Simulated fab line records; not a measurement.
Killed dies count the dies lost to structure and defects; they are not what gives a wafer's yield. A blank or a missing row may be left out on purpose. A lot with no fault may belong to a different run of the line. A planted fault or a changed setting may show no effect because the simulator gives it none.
The tool behind it: which one? + flow berkeleyCmos170 + Sampling: 14 lots, 42 wafers, 2 of 331 route steps

## WHAT THE GAUGES READ, wafer by wafer
The record lacks any reading of a measuring or inspecting step that a usual standard deviation could be used to judge.

## TOOL THAT RAN EACH LOT (tool first, then ch and the chambers of the sampled wafers, then the start)
| lot  | UCB170_V1_ETCH_14                 | UCB170_V1_STRIP_15                  |
|------|-----------------------------------|-------------------------------------|
| L749 | rieDiel-04 ch 0,1,2, day 8 05:22  | plasmaAsher-04 ch 0,1, day 8 05:32  |
| L748 | rieDiel-02 ch 2,3, day 8 05:27    | plasmaAsher-02 ch 0,1, day 8 05:38  |
| L750 | rieDiel-02 ch 0,1,3, day 8 17:14  | plasmaAsher-04 ch 0,1, day 8 17:25  |
| L755 | rieDiel-04 ch 0,2,3, day 8 18:04  | plasmaAsher-02 ch 0,1, day 8 18:16  |
| L753 | rieDiel-02 ch 1,2, day 8 18:14    | plasmaAsher-03 ch 0,1, day 8 18:25  |
| L754 | rieDiel-01 ch 2,3, day 9 02:34    | plasmaAsher-04 ch 0,1, day 9 02:50  |
| L757 | rieDiel-02 ch 1,3, day 9 10:35    | plasmaAsher-02 ch 0,1, day 9 10:46  |
| L761 | rieDiel-01 ch 0,2, day 10 17:31   | plasmaAsher-04 ch 0, day 10 17:41   |
| L760 | rieDiel-04 ch 0,3, day 10 17:43   | plasmaAsher-03 ch 1, day 10 17:53   |
| L763 | rieDiel-04 ch 0,1,2, day 11 13:12 | plasmaAsher-03 ch 0,1, day 11 13:22 |
| L765 | rieDiel-02 ch 0,2, day 11 13:29   | plasmaAsher-02 ch 0,1, day 11 13:40 |
| L764 | rieDiel-01 ch 0,1,2, day 11 14:28 | plasmaAsher-03 ch 0,1, day 11 14:41 |
| L769 | rieDiel-04 ch 1,2, day 12 09:34   | plasmaAsher-04 ch 0,1, day 12 09:46 |
| L767 | rieDiel-04 ch 0,1,2, day 12 10:08 | plasmaAsher-02 ch 0,1, day 12 10:19 |
- UCB170_V1_ETCH_14: etches SiO2 in CHF3/CF4/Ar, stops on Al, target depth 1250 nm, time 291 s.
- UCB170_V1_STRIP_15: strips in O2.

## AS READ BY THE TOOLS THEMSELVES (means over the sampled wafers that have a number; for cases with no such wafer, the mark the record gives instead)
UCB170_V1_ETCH_14.
| lot  | tool       | drypumpMotorCurrentA (A) | mfcArSccm (sccm) | oesProductAu (a.u.) | rfFwdPowerW (W) | throttleValvePct (%) |
|------|------------|--------------------------|------------------|---------------------|-----------------|----------------------|
| L749 | rieDiel-04 | 6.1                      | 150.2            | 0.866               | 697.3           | 7.03                 |
| L748 | rieDiel-02 | 5.9                      | 150.2            | 0.874               | 697.5           | 6.95                 |
| L750 | rieDiel-02 | 5.6                      | 150.1            | 0.870               | 699.7           | 6.96                 |
| L755 | rieDiel-04 | 6.3                      | 150.1            | 0.872               | 698.1           | 7.00                 |
| L753 | rieDiel-02 | 6.1                      | 149.1            | 0.860               | 699.1           | 6.83                 |
| L754 | rieDiel-01 | 5.8                      | 149.9            | 0.861               | 698.0           | 6.98                 |
| L757 | rieDiel-02 | 5.7                      | 150.3            | 0.870               | 700.4           | 6.98                 |
| L761 | rieDiel-01 | 6.1                      | 149.9            | 0.876               | 696.2           | 6.96                 |
| L760 | rieDiel-04 | 6.1                      | 149.6            | 0.859               | 698.3           | 7.03                 |
| L763 | rieDiel-04 | 6.1                      | 150.2            | 0.875               | 696.7           | 7.02                 |
| L765 | rieDiel-02 | 5.6                      | 149.8            | 0.871               | 698.9           | 6.94                 |
| L764 | rieDiel-01 | 6.1                      | 150.2            | 0.876               | 696.8           | 7.01                 |
| L769 | rieDiel-04 | 6.2                      | 150.2            | 0.876               | 789.7           | 7.01                 |
| L767 | rieDiel-04 | 6.1                      | 149.8            | 0.874               | 791.0           | 7.03                 |

UCB170_V1_STRIP_15.
| lot  | tool           | drypumpMotorCurrentA (A) | oesProductAu (a.u.) | stripTimeToEndpointS (s) |
|------|----------------|--------------------------|---------------------|--------------------------|
| L749 | plasmaAsher-04 | 6.1                      | 0.720               | 15.34                    |
| L748 | plasmaAsher-02 | 5.9                      | 0.721               | 15.33                    |
| L750 | plasmaAsher-04 | 6.1                      | 0.718               | 15.40                    |
| L755 | plasmaAsher-02 | 5.6                      | 0.718               | 15.35                    |
| L753 | plasmaAsher-03 | 5.8                      | 0.726               | 15.36                    |
| L754 | plasmaAsher-04 | 6.1                      | 0.719               | 15.37                    |
| L757 | plasmaAsher-02 | 5.9                      | 0.718               | 15.23                    |
| L761 | plasmaAsher-04 | 6.6                      | 0.721               | 15.39                    |
| L760 | plasmaAsher-03 | 5.7                      | 0.723               | 15.26                    |
| L763 | plasmaAsher-03 | 5.8                      | 0.724               | 15.32                    |
| L765 | plasmaAsher-02 | 5.6                      | 0.725               | 15.30                    |
| L764 | plasmaAsher-03 | 5.8                      | 0.721               | 15.39                    |
| L769 | plasmaAsher-04 | 6.4                      | 0.725               | 14.93                    |
| L767 | plasmaAsher-02 | 5.6                      | 0.722               | 14.99                    |

## THE ANSWER, worked out from the rows above alone
Rule: the usual values come from the lots themselves. Put in order of their means at a reading, lots are off if they are a third of the lots or fewer, leave a main group of 4 or more, and stand apart from it by a gap of 3 or more times the standard deviation of the main group's means; of several such gaps the widest counts. A main group whose means are all the same, to the digits that the tables above print for the reading, isn't used. A lot without any number at a reading at which 4 lots or more have one is off too. Where the step has rows for the other lots, those lots are counted as sound. Order of review: gauges by route order, followed by the tools' own readings, for which a lot's mean as printed above is used. At the first step where some lot is off, the reading lying furthest off is the one used; lots without a number count as furthest.
Off at UCB170_V1_ETCH_14 (rfFwdPowerW): L769, L767. Main group: mean 698.1 W, sd 1.2.
If a tool, at that step or one of the process steps before it, ran each lot that is off and ran no sound lot following the first of them, it fits. One fits: UCB170_V1_ETCH_14 on rieDiel-04. Its last sound lot is L763 (day 11 13:12), its first lot that is off L769 (day 12 09:34): a fault that began between those two fits.
On the lots that are off, the tool's own readings at UCB170_V1_ETCH_14 differ by more than 5 times the standard deviation of the sound lots' means, which bears it out; rfFwdPowerW reads 790.4 W there versus 698.1 W on the sound lots.

## WHAT THE SIMULATOR HAD PUT IN
rieDiel-04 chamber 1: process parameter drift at UCB170_V1_ETCH_14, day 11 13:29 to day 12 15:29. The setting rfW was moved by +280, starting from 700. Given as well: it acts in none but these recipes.
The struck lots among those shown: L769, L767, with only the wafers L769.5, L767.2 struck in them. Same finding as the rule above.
